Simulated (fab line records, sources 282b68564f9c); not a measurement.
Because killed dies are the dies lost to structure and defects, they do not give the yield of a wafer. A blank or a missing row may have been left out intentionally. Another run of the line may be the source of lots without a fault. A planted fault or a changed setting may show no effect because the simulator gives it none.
Comparing a struck lot with a sound one    flow rit_cmos    26 steps out of a route of 202
Sound: wafers L979.1, L979.3, L979.5. Struck: wafer L983.4. (L983.3, L983.6 of the same lot were not struck and are left out.) The cause comes at the end.
Order at every step that has rows: each side's tool, ch and its chambers, its first start. Under that, the readings that differ: sound wafers    struck wafers    difference of the means    sigmas: that difference in standard deviations of wafers without a fault.
alike: same words and numbers on both sides, and readings whose means sit less than 2 such deviations apart. not compared: any withheld reading, any reading some wafer has no value for, any bound like >300 that may hide the same value, and any number with overlapping values for which the record gives no deviation.
A row with sigmas, a row that says differs or no value, or rows on one side alone: a step with any of these is where the two part. When numbers do not overlap yet have no deviation, they are printed without sigmas and do not part them. A reading that every wafer of one side lacks parts them only if that side has two wafers or more.

first, 4 steps without rows for these wafers: RIT_CONTACT_SOFTBAKE_04 (time 60 s); RIT_CONTACT_EXPOSE_05 (exposes mask M11, target cd 1000 nm); RIT_CONTACT_PEB_06; RIT_CONTACT_DEVELOP_07 (develop time 120 s).
RIT_CONTACT_CD_MEAS_08: the cd target is 1000 nm.
  struck on cd_sem-01, day 4 11:25; sound on cd_sem-02, day 3 14:06
  alike: cd_nm
RIT_CONTACT_OVL_MEAS_09:
  struck on overlay-01, day 4 11:31; sound on overlay-02, day 3 14:13
  alike: CONTACT_OVL
then, 1 step without rows for these wafers: RIT_CONTACT_HARDBAKE_10 (time 60 s).
RIT_CONTACT_ETCH_11: etches SiO2 in CHF3/CF4/Ar, stops on TiSi2, target depth 480 nm, time 320 s.
  sound on rie_diel-04 ch 1,3, day 3 14:24; struck on rie_diel-02 ch 1, day 4 11:41
  alike: drypump_motor_current_A, oes_product_au, rf_fwd_power_W, throttle_valve_pct
  not compared: rf_hours_counter_h
RIT_CONTACT_STRIP_12: strips in O2, time 180 s.
  sound on plasma_asher-04 ch 0,1, day 3 14:36; struck on plasma_asher-04 ch 0, day 4 11:56
  alike: drypump_motor_current_A, rf_refl_power_W
  not compared: rf_hours_counter_h
RIT_CONTACT_CD_MEAS_90: the cd target is 1000 nm.
  struck on cd_sem-01, day 4 12:05; sound on cd_sem-01, day 3 14:46
  alike: cd_nm
then, 2 steps without rows for these wafers: RIT_CONTACT_CLEAN_13 (cleans in SC1, time 600 s); RIT_CONTACT_CLEAN_14 (cleans in SC2, time 600 s).
RIT_M1_SPUTTER_00: material Al, target thk 400 nm, time 500 s.
  struck on pvd_sputter-01, day 4 12:31; sound on pvd_sputter-04, day 3 15:16
reading                                sound              struck  difference  sigmas
model.Al_of_M1_SPUTTER_00.thk_nm (nm)  393.6 393.7 397.1  282.2   -112.6      
  alike: throttle_valve_pct
RIT_M1_RS_MEAS_01: a four-point-probe measurement.
  struck on film_metro-02, day 4 13:08; sound on film_metro-01, day 3 15:33
reading            sound                 struck  difference  sigmas
M1_AL_RS (ohm/sq)  0.0746 0.0746 0.0740  0.1051  +0.0307     +41
  not compared: hold
RIT_M1_THK_MEAS_02: measures by xrf.
  struck on film_metro-02, day 4 21:02; sound on film_metro-01, day 3 15:40
reading         sound        struck  difference  sigmas
M1_AL_THK (nm)  401 395 401  288     -111        -23
  not compared: hold
then, 5 steps without rows for these wafers: RIT_M1_COAT_04 (resist thk 1300 nm); RIT_M1_SOFTBAKE_05 (time 60 s); RIT_M1_EXPOSE_06 (exposes mask M12, target cd 2600 nm); RIT_M1_PEB_07; RIT_M1_DEVELOP_08 (develop time 68 s).
RIT_M1_CD_MEAS_09: the cd target is 2600 nm.
  struck on cd_sem-01, day 4 23:37; sound on cd_sem-01, day 3 16:44
  alike: cd_nm
RIT_M1_OVL_MEAS_10:
  struck on overlay-01, day 4 23:42; sound on overlay-01, day 3 16:52
  alike: M1_OVL
then, 1 step without rows for these wafers: RIT_M1_HARDBAKE_11 (time 120 s).
RIT_M1_METAL_ETCH_12: etches Al in Cl2/BCl3, stops on SiO2, time 165 s, target depth 600 nm.
  sound on rie_metal-02 ch 0, day 3 17:10; struck on rie_metal-04 ch 0, day 5 00:02
reading                sound              struck  difference  sigmas
oes_product_au (a.u.)  0.767 0.777 0.775  0.651   -0.122      -11
  alike: bcl3_flow_sccm, drypump_motor_current_A, rf_fwd_power_W, throttle_valve_pct
  not compared: rf_hours_counter_h
then, 1 step without rows for these wafers: RIT_M1_STRIP_13 (strips in nmp, time 600 s).
RIT_M1_PROBE_99:
  struck on prober-02, day 5 04:52; sound on prober-02, day 3 19:25
reading                   sound              struck                    difference                    sigmas
hold                      - - -              await_dispo/2.2h/release  no value on the sound wafers  
defect_limited_yield (%)  95.1 95.5 95.8     98.1                      +2.6                          +3
killed_at_front_end       13 12 11           5                         -7                            -2
killed_dies               13 12 11           5                         -7                            -3
killed_short              5 8 4              2                         -4                            -2
sort_bin_6_memory (%)     2.3 1.9 3.0        0.4                       -2.0                          -3
sort_n_pass               251.0 252.0 253.0  259.0                     +7.0                          +3
sort_yield_pct (%)        95.1 95.5 95.8     98.1                      +2.6                          +3
  alike: killed_at_contacts, killed_open, sort_bin_3_pad_short, sort_bin_5_function

WHERE THEY PART
At RIT_M1_RS_MEAS_01 first; at RIT_M1_PROBE_99 last (within this record only).

WHY: what had been put in by the simulator
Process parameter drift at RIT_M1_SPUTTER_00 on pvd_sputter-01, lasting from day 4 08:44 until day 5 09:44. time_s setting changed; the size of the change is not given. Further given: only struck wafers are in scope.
